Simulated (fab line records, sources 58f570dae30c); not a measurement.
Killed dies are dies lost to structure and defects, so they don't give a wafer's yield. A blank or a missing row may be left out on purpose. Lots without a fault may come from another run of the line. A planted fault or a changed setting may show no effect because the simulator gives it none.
fab line records | flow berkeley_cmos170
record lots=13 wafers=39 last_day=11
route steps=331 shown PLDD@155 CONTACT@224
lots that met no fault: from a run of the same line without faults
start_h: hours from the record's first day to the start of the lot's first wafer shown | wait_h: hours since the lot's step before | " the same as in the row above | L1.1+2: a row that stands for several wafers | - no value, or no start given | * or withheld: withheld | < > ~ a bound
route shown NAME@n: a module of which the file shows steps, and the number in the route of the first | usual: mean/standard deviation of fault-free wafers | same: alike in all rows | chamber/n: place in a boat | sites: the reading at each site | _std_site: their standard deviation | _edge_site: outer sites' mean less inner sites' | radius_mm: how far each site lies from the wafer's centre | mask NAME#n: copy n | behind: the tool/chamber that last shaped the wafer | hold: why the lot was held/for how many hours/how that ended | device: the transistor (n, p or np) that didn't switch | end of line: the same wafers' tests at the end of the route | a step without rows: its recipe alone | killed: dies lost to structure and defects at the first sort, not the wafer's yield | map: a wafer's dies, x killed, . not, _ none there
set.NAME: the setting as run; set.NAME@STEP: as run at that earlier step | model.NAME: the simulator's own value behind a step, which no gauge read
steps of the route over a sample of lots; a table a step, a row a wafer
services: from which hour (start_h, from the record's first day; less than 0 if before it) a tool's chamber was out of use, for how many hours, and why
## steps
# step UCB170_PLDD_STRIP_10
# recipe chemistry=O2 power_w=400 pressure_mtorr=3500 platen_temp_c=withheld o2_flow_sccm=400 overash_fraction=0.4616
# usual drypump_motor_current_A=5.7/0.4 oes_product_au=0.748/0.0044 strip_time_to_endpoint_s=21.63/0.067
# columns lot.wafer tool chamber start_h wait_h drypump_motor_current_A oes_product_au rf_hours_counter_h strip_time_to_endpoint_s
L623.1 plasma_asher-01 0 138.69 0.1 5.2 0.745 45 21.67
L623.3 " 1 " " 5.5 0.749 - 21.70
L623.6 " 1 " " 5.5 0.741 - 21.67
L622.2 plasma_asher-01 0 139.05 0.1 5.2 0.750 45 21.56
L622.5 " 1 " " 5.6 0.743 - 21.61
L622.6 " 0 " " 5.2 0.751 - 21.55
L624.2 plasma_asher-01 1 139.75 0.1 5.6 0.752 45 21.59
L624.5 " 0 " " 5.2 0.750 - 21.56
L624.6 " 1 " " 5.6 0.742 - 21.62
L625.2 plasma_asher-01 1 139.87 0.1 5.6 0.752 45 21.64
L625.4 " 1 " " 5.6 0.750 - 21.66
L625.5 " 1 " " 5.6 0.746 - 21.68
L627.2 plasma_asher-03 0 165.90 0.1 5.6 0.742 46 21.73
L627.5 " 0 " " 5.6 0.744 - 21.72
L627.6 " 1 " " 5.5 0.743 - 21.69
L631.1 plasma_asher-04 0 184.15 0.1 6.4 0.737 4 21.74
L631.3 " 0 " " 6.4 0.749 - 21.73
L631.4 " 1 " " 6.1 0.741 - 21.68
L636.3 plasma_asher-04 0 199.12 0.1 6.4 0.751 - 21.62
L636.5 " 1 " " 6.1 0.756 - 21.64
L636.6 " 0 " " 6.4 0.755 - 21.68
L634.4 plasma_asher-04 0 199.37 0.1 6.4 0.749 - 21.76
L634.5 " 1 " " 6.1 0.737 - 21.77
L634.6 " 0 " " 6.4 0.745 - 21.76
L638.1 plasma_asher-03 1 213.15 0.1 5.5 0.747 51 21.55
L638.2 " 0 " " 5.6 0.750 51 21.61
L638.5 " 1 " " 5.5 0.753 - 21.45
L639.3 plasma_asher-04 0 213.20 0.1 6.4 0.743 - 21.57
L639.4 " 1 " " 6.1 0.748 - 21.59
L639.6 " 0 " " 6.4 0.740 - 21.64
L641.4 plasma_asher-03 0 219.90 0.1 5.6 0.753 - 21.70
L641.5 " 1 " " 5.5 0.754 - 21.71
L641.6 " 0 " " 5.6 0.750 - 21.71
L642.4 plasma_asher-03 1 220.23 0.1 5.5 0.755 - 21.57
L642.5 " 0 " " 5.6 0.750 - 21.61
L642.6 " 1 " " 5.5 0.752 - 21.63
L644.3 plasma_asher-03 1 235.66 0.1 5.5 0.750 - 21.68
L644.5 " 0 " " 5.6 0.746 - 21.68
L644.6 " 1 " " 5.5 0.748 - 21.61
# step UCB170_SDANNEAL_RS_MEAS_04
# recipe thk_meas_gauge=four-point-probe
# usual PLDD_RS=1031.4/2.8
# columns lot.wafer tool chamber start_h wait_h PLDD_RS[ohm/sq]
L623.1 film_metro-04 - 151.43 0.1 1028.6
L623.3 " - " " 1031.3
L623.6 " - " " 1032.6
L624.2 film_metro-02 - 151.90 0.1 1029.9
L624.5 " - " " 1030.2
L624.6 " - " " 1029.4
L622.2 film_metro-01 - 152.07 0.1 1034.4
L622.5 " - " " 1038.2
L622.6 " - " " 1034.7
L625.2 film_metro-04 - 152.07 0.1 1031.6
L625.4 " - " " 1028.9
L625.5 " - " " 1029.0
L627.2 film_metro-02 - 176.49 0.1 1034.6
L627.5 " - " " 1033.1
L627.6 " - " " 1032.7
L631.1 film_metro-02 - 196.08 0.1 1034.1
L631.3 " - " " 1035.3
L631.4 " - " " 1031.2
L636.3 film_metro-04 - 213.82 0.1 1025.4
L636.5 " - " " 1026.6
L636.6 " - " " 1027.3
L634.4 film_metro-01 - 214.14 0.1 1030.1
L634.5 " - " " 1030.8
L634.6 " - " " 1033.6
L639.3 film_metro-02 - 226.18 0.1 1032.5
L639.4 " - " " 1027.6
L639.6 " - " " 1031.3
L638.1 film_metro-01 - 226.64 0.1 1036.6
L638.2 " - " " 1034.3
L638.5 " - " " 1034.0
L641.4 film_metro-04 - 232.18 0.1 1032.3
L641.5 " - " " 1034.4
L641.6 " - " " 1033.3
L642.4 film_metro-04 - 232.66 0.1 1034.3
L642.5 " - " " 1035.4
L642.6 " - " " 1033.6
L644.3 film_metro-02 - 250.30 0.1 1027.5
L644.5 " - " " 1030.2
L644.6 " - " " 1029.0
# step UCB170_CONTACT_RTA_08
# recipe temp_c=900 time_s=10 ambient=N2
# usual lamp_power_pct=27.8/2 wafer_temp_C_max=903.9/0.83
# columns lot.wafer tool chamber start_h wait_h lamp_power_pct wafer_temp_C_max
L623.1 rtp_anneal-01 0 155.32 0.0 29.6 903.3
L623.3 " 0 " " 29.6 904.5
L623.6 " 0 " " 29.6 903.9
L624.2 rtp_anneal-02 0 155.51 0.0 25.6 903.1
L624.5 " 0 " " 25.6 902.8
L624.6 " 0 " " 25.5 903.9
L622.2 rtp_anneal-02 0 156.37 0.0 25.6 902.7
L622.5 " 0 " " 25.6 903.3
L622.6 " 0 " " 25.6 902.9
L625.2 rtp_anneal-01 0 156.57 0.0 29.7 903.9
L625.4 " 0 " " 29.6 904.7
L625.5 " 0 " " 29.6 902.6
L627.2 rtp_anneal-01 0 180.56 0.0 29.6 904.7
L627.5 " 0 " " 29.6 903.8
L627.6 " 0 " " 29.6 903.1
L631.1 rtp_anneal-02 0 199.74 0.0 25.6 905.4
L631.3 " 0 " " 25.5 903.0
L631.4 " 0 " " 25.6 902.9
L636.3 rtp_anneal-02 0 220.55 0.0 25.6 902.0
L636.5 " 0 " " 25.6 903.7
L636.6 " 0 " " 25.6 903.7
L634.4 rtp_anneal-02 0 223.13 0.0 25.6 903.5
L634.5 " 0 " " 25.6 902.5
L634.6 " 0 " " 25.6 903.0
L639.3 rtp_anneal-01 0 230.43 0.0 29.6 903.9
L639.4 " 0 " " 29.6 904.2
L639.6 " 0 " " 29.6 904.3
L638.1 rtp_anneal-02 0 230.85 0.0 25.5 903.7
L638.2 " 0 " " 25.6 902.7
L638.5 " 0 " " 25.6 904.1
L641.4 rtp_anneal-01 0 235.65 0.0 29.6 904.3
L641.5 " 0 " " 29.6 903.6
L641.6 " 0 " " 29.6 904.0
L642.4 rtp_anneal-01 0 238.01 0.0 29.6 903.8
L642.5 " 0 " " 29.6 904.3
L642.6 " 0 " " 29.6 903.9
L644.3 rtp_anneal-02 0 253.71 0.0 25.6 902.8
L644.5 " 0 " " 25.6 902.0
L644.6 " 0 " " 25.6 902.7
# step UCB170_CONTACT_ETCH_18
# recipe chemistry=CHF3/CF4/Ar target=PSG stop_on=TiSi2 CHF3_flow_sccm=45 cf4_flow_sccm=15 Ar_flow_sccm=150 pressure_mtorr=200 rf_w=700 target_depth_a=8400 over_etch_frac=0.2 time_s=195
# usual drypump_motor_current_A=5.8/0.48 oes_product_au=0.897/0.015 run_length_s=223.2/0.48 throttle_valve_pct=6.83/0.1
# columns lot.wafer tool chamber start_h wait_h drypump_motor_current_A oes_product_au rf_hours_counter_h run_length_s throttle_valve_pct
L623.1 rie_diel-04 0 156 - 5.4 0.877 4 222.9 7.06
L623.3 " 2 " " 5.5 0.899 109 223.7 6.80
L623.6 " 0 " " 5.4 0.875 - 222.6 7.05
L624.2 rie_diel-01 0 156 - 5.8 0.894 76 223.7 6.84
L624.5 " 3 " " 5.5 0.873 - 223.7 6.82
L624.6 " 2 " " 5.1 0.896 - 222.4 6.86
L622.2 rie_diel-01 1 157 - 5.9 0.894 137 223.4 6.92
L622.5 " 2 " " 5.1 0.897 - 222.4 6.85
L622.6 " 1 " " 5.8 0.897 - 223.3 6.94
L625.2 rie_diel-03 0 157 - 6.7 0.904 9 223.2 6.74
L625.4 " 1 " " 5.6 0.910 - 223.4 6.85
L625.5 " 0 " " 6.7 0.907 - 223.3 6.74
L627.2 rie_diel-03 0 181 - 6.7 1.019 10 174.3 6.73
L627.5 " 1 182 - 5.6 1.013 - 174.6 6.85
L627.6 " 2 " " 5.4 1.014 - 174.2 6.81
L631.1 rie_diel-03 0 201 - 6.7 1.016 11 174.3 6.75
L631.3 " 2 " " 5.4 1.031 1 174.5 6.82
L631.4 " 3 " " 5.8 0.971 42 174.1 6.70
L636.3 rie_diel-04 0 222 - 5.4 0.887 8 223.3 7.07
L636.5 " 0 " " 5.3 0.882 - 222.6 7.07
L636.6 " 1 " " 6.6 0.891 - 223.1 6.68
L634.4 rie_diel-04 2 225 - 5.5 0.912 112 223.8 6.79
L634.5 " 0 " " 5.4 0.873 - 222.9 7.04
L634.6 " 3 " " 6.1 0.907 - 224.0 6.91
L639.3 rie_diel-01 0 231 - 5.8 0.902 81 223.3 6.85
L639.4 " 3 " " 5.5 0.879 81 223.9 6.85
L639.6 " 1 " " 5.9 0.906 - 222.9 6.93
L638.1 rie_diel-04 2 232 - 5.5 0.920 112 223.4 6.79
L638.2 " 0 " " 5.4 0.880 8 222.7 7.05
L638.5 " 1 " " 6.7 0.889 - 222.8 6.69
L641.4 rie_diel-01 3 237 - 5.5 0.879 81 223.8 6.83
L641.5 " 2 " " 5.1 0.904 - 222.5 6.86
L641.6 " 3 " " 5.5 0.877 - 223.7 6.83
L642.4 rie_diel-01 2 239 - 5.1 0.902 23 222.2 6.86
L642.5 " 2 " " 5.1 0.912 - 222.3 6.85
L642.6 " 1 " " 5.8 0.882 - 223.2 6.93
L644.3 rie_diel-04 0 256 - 5.4 0.875 10 223.3 7.05
L644.5 " 1 " " 6.6 0.880 - 222.8 6.70
L644.6 " 0 " " 5.4 0.883 - 222.9 7.05
## services
# columns tool chamber start_h hours kind
rie_diel-01 - 115.36 2.8 pm
plasma_asher-04 0 117.75 - clean
plasma_asher-04 1 117.75 - clean
rie_diel-04 - 121.80 10.3 repair
plasma_asher-04 - 123.03 26.9 pm
rtp_anneal-02 - 125.23 3.2 pm
rie_diel-03 2 139.65 - clean
rie_diel-03 2 139.65 23.4 scheduled_down
rie_diel-03 2 139.65 23.4 vent_cycle
rie_diel-01 1 165.89 28.0 repair
rie_diel-01 2 170.03 6.0 repair
rie_diel-03 2 175.28 2.8 repair
plasma_asher-04 - 179.62 2.8 pm
rie_diel-04 1 208.35 6.0 repair
rie_diel-01 - 219.17 0.7 repair
rie_diel-03 1 227.52 4.4 repair
rie_diel-01 1 242.52 - clean
rie_diel-01 1 242.52 21.4 scheduled_down
rie_diel-01 1 242.52 21.4 vent_cycle
rie_diel-01 - 242.91 1.5 repair
rie_diel-04 0 247.06 3.9 repair
rie_diel-04 - 249.57 0.7 repair
plasma_asher-04 - 254.98 11.6 repair
## key
first_sign step=UCB170_CONTACT_ETCH_18 reading=run_length_s direction=down sigmas=99+ usual=* struck=*
effect step=UCB170_CONTACT_ETCH_18 reading=oes_product_au direction=up sigmas=7.8 usual=0.897 struck=1.011
met_at UCB170_CONTACT_ETCH_18
struck_lots L627,L631
later_rows_left_out L627.2,L627.5,L627.6,L631.1,L631.3,L631.4
sort_left_out L627.2,L627.5,L627.6,L631.1,L631.3,L631.4
tester_left_out L627,L631
not_acting_at UCB170_PLDD_STRIP_10,UCB170_SDANNEAL_RS_MEAS_04,UCB170_CONTACT_RTA_08
onset_between 157 181
fault kind=process_parameter_drift tool=rie_diel-03 chamber=- onset_h=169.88 steps=UCB170_CONTACT_ETCH_18 channel=time_s offset=* shape=step end_h=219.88 acts_in=* stated=*
# tester_left_out: of these lots the tester's yield and bins aren't shown, on N5 and GAA mostly nor the transistor test; their killed dies are dies lost to structure and defects alone, not to doping, threshold or leakage, so they don't give the yield
# sort_left_out: the simulated sort isn't trusted on such a fault, so these wafers' sort isn't shown, and their yield isn't known
# later_rows_left_out: the simulator's readings of these wafers behind a module that went badly wrong aren't trusted and aren't shown, but for the sort
